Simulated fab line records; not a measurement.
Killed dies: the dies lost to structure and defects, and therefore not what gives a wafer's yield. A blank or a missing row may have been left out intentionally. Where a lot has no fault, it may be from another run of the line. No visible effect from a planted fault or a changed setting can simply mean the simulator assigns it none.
Code-filled problem report in 8D (eight disciplines) form    flow berkeley cmos170    the parts of the form that need people (team, actions taken, sign-off) are left out

## 1. WHAT WENT WRONG
PWELL_TW at UCB170_PWELL_TW_MEAS_17 reads a mean of 337.6 on 6 wafers of 2 lots; wafers without a fault read 375.7 with a standard deviation of 1.9. That puts it -20 standard deviations away from the usual mean.
Seen first at day 5 09:28 on film metro-04, wafer L856.1. The record has a number at this step for 42 wafers belonging to 14 lots. The rule behind "out" and "out of limits": a value lying over 4 standard deviations away from the usual mean. The rest of the wafers with a number are treated as sound.

## 2. WHAT IT IS; WHAT IT IS NOT
question                     is                      is not
which readings at this step  PWELL_TW                -
which lots                   L856, L858              L848, L849, L850, L852, L857, L862, L864, L865, L866, L868, L869, L870
which wafers of those lots   all that have a number  -
read on which gauges         film metro-04           film metro-01, film metro-03
when                         from day 5 09:28        up to then (15 sound wafers); but 21 sound wafers of L862, L864, L865, L866, L868, L869, L870 came after

## 3. WHAT RULES OUT EACH SUSPECT
Counting: a tool at any process step up to the reading remains a suspect when it ran all the lots that are out and ran no sound lot after the first of those.
- the gauge at UCB170_PWELL_TW_MEAS_17 has been ruled out. All the wafers that are out were read on film metro-04, but those of them that UCB170_PWELL_IMPLANT_15 has rows for are out there too, on other tools.
- implanter-01 at UCB170_PWELL_IMPLANT_15: kept. Every lot that is out went through it, starting with L856 (day 5 09:13), and after that it ran no sound lot; the last sound lot it ran before then is L850 (day 4 03:16). Its own dose ions cm2, faraday current uA readings are out on those wafers.
The count leaves implanter-01 at UCB170_PWELL_IMPLANT_15.

## 4. THE CAUSE (what the simulator had put in)
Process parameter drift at UCB170_PWELL_IMPLANT_15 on implanter-01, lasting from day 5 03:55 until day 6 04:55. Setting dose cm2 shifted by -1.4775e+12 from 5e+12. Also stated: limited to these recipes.
This tool alone remained once counting was done.

## 5. SEQUENCE OF EFFECTS, ordered by route
One row per reading whose mean, taken over the struck wafers that have a number, lies over 3 standard deviations from the usual. Only readings for which the record gives a usual standard deviation are gone through. hours: the time from each lot's start at the first step in this table that gives one to its start at this step, as a median over the lots. sigmas: the change in usual standard deviations.
hours  step                     reading             usual      on struck wafers  change      sigmas
0      UCB170_PWELL_IMPLANT_15  dose ions cm2       5.001e+12  3.525e+12         -1.476e+12  -99 or more
0      UCB170_PWELL_IMPLANT_15  faraday current uA  15.8       11.1              -4.7        -14
0      UCB170_PWELL_TW_MEAS_17  PWELL_TW            375.7      337.6             -38.1       -20
Process steps it contains:
- UCB170_PWELL_IMPLANT_15
Later steps that measure or inspect, where all struck wafers having a row at the step show a number for every such reading and not one has moved that far: UCB170_PVT_OVL_MEAS_06.

## 6. HOW IT WOULD HAVE BEEN CAUGHT EARLIER
6 hours passed between the start of the fault at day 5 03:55 and the first reading out of limits at a measuring or inspecting step in this record, taken at day 5 09:28.
At UCB170_PWELL_IMPLANT_15, the tool's own readings (dose ions cm2, faraday current uA) were out on each struck wafer the step has a row for, so an alarm limit on them would have fired on the first such wafer.
Lots out: 2; of these, L858 started UCB170_PWELL_IMPLANT_15 on implanter-01 after day 5 09:28. Had the tool been put on hold then, it would have been spared.
